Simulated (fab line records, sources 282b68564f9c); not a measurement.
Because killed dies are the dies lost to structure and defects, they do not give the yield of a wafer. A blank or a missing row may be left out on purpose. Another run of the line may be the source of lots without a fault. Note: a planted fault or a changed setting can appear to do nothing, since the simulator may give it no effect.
Problem report in the 8D (eight disciplines) form, filled by code | flow rit-cmos | the parts of the form that need people (team, actions taken, sign-off) are left out

== 1. WHAT WENT WRONG ==
M1_AL_RS at RIT_M1_RS_MEAS_01 reads a mean of 0.1175 ohm/sq on 1 wafer of 1 lot; wafers without a fault read 0.0732 ohm/sq with a standard deviation of 0.00083. Relative to the usual mean, that is a shift of +53 standard deviations.
The step: measures by four-point-probe.
Seen first at day 5 15:15 on film-metro-04, wafer L294.3. The record has a number at this step for 39 wafers belonging to 13 lots. Rule for "out", or "out of limits": more than 4 standard deviations from the usual mean. The rest of the wafers with a number are treated as sound.

== 2. WHAT IT IS; WHAT IT IS NOT ==
question                    | is               | is not
which readings at this step | M1_AL_RS         | -
which lots                  | L294             | L284, L286, L287, L288, L289, L291, L292, L295, L302, L303, L305, L307
which wafers of those lots  | L294.3           | L294.2, L294.4
read on which gauges        | film-metro-04    | film-metro-01, film-metro-03
when                        | from day 5 15:15 | up to then (23 sound wafers); but 15 sound wafers of L295, L302, L303, L305, L307 came after

== 3. THE SUSPECTS, EACH WITH WHAT RULES IT OUT ==
Counting: a tool at a process step up to the reading stays a suspect if it ran every lot that is out. Sound lots after the first of them don't rule it out here, since some wafers of a struck lot are sound.
- the gauge at RIT_M1_RS_MEAS_01 has been ruled out. All the wafers that are out were read on film-metro-04, but those of them that RIT_M1_METAL_ETCH_12 has rows for are out there too, on other tools.
- pvd-sputter-03 at RIT_M1_SPUTTER_00 (material Al, target thk 400 nm, time 500 s): kept. It ran the lot that is out, L294 (day 5 14:56); its last sound lot up to then is L292 (day 5 01:08).
Remaining after the count: pvd-sputter-03 at RIT_M1_SPUTTER_00.

== 4. THE CAUSE (what the simulator had put in) ==
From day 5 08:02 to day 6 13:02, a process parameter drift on pvd-sputter-03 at RIT_M1_SPUTTER_00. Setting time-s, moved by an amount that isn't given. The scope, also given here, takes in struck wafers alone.
This tool alone remained once counting was done.

== 5. THE CHAIN OF EFFECTS, in route order ==
Each row: a reading whose mean over the struck wafers that have a number lies more than 3 standard deviations from the usual. Only readings whose record carries a usual standard deviation are examined. hours: median over the lots of the time between each lot's start at the first step of this table that gives one and its start at this step. sigmas: the change, counted in usual standard deviations.
hours | step                 | reading        | usual         | on struck wafers | change  | sigmas
0     | RIT_M1_RS_MEAS_01    | M1_AL_RS       | 0.0732 ohm/sq | 0.1175           | +0.0443 | +53
0     | RIT_M1_THK_MEAS_02   | M1_AL_THK      | 392 nm        | 248              | -144    | -29
1     | RIT_M1_METAL_ETCH_12 | oes-product-au | 0.776 a.u.    | 0.608            | -0.168  | -14
The process steps in it:
- RIT_M1_METAL_ETCH_12: etches Al in Cl2/BCl3, stops on SiO2, time 165 s, target depth 600 nm.

== 6. HOW IT WOULD HAVE BEEN CAUGHT EARLIER ==
The first out-of-limits reading at a measuring or inspecting step in this record came at day 5 15:15, 7 hours after the fault's start at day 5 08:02.
An alarm limit of 4 standard deviations would not have fired on the tool readings at RIT_M1_SPUTTER_00 for which the record gives a usual standard deviation, since none of them was out on any struck wafer.
All the lots that are out (1) had begun RIT_M1_SPUTTER_00 on pvd-sputter-03 by day 5 15:15. Holding the tool at that point would not have protected any of them.
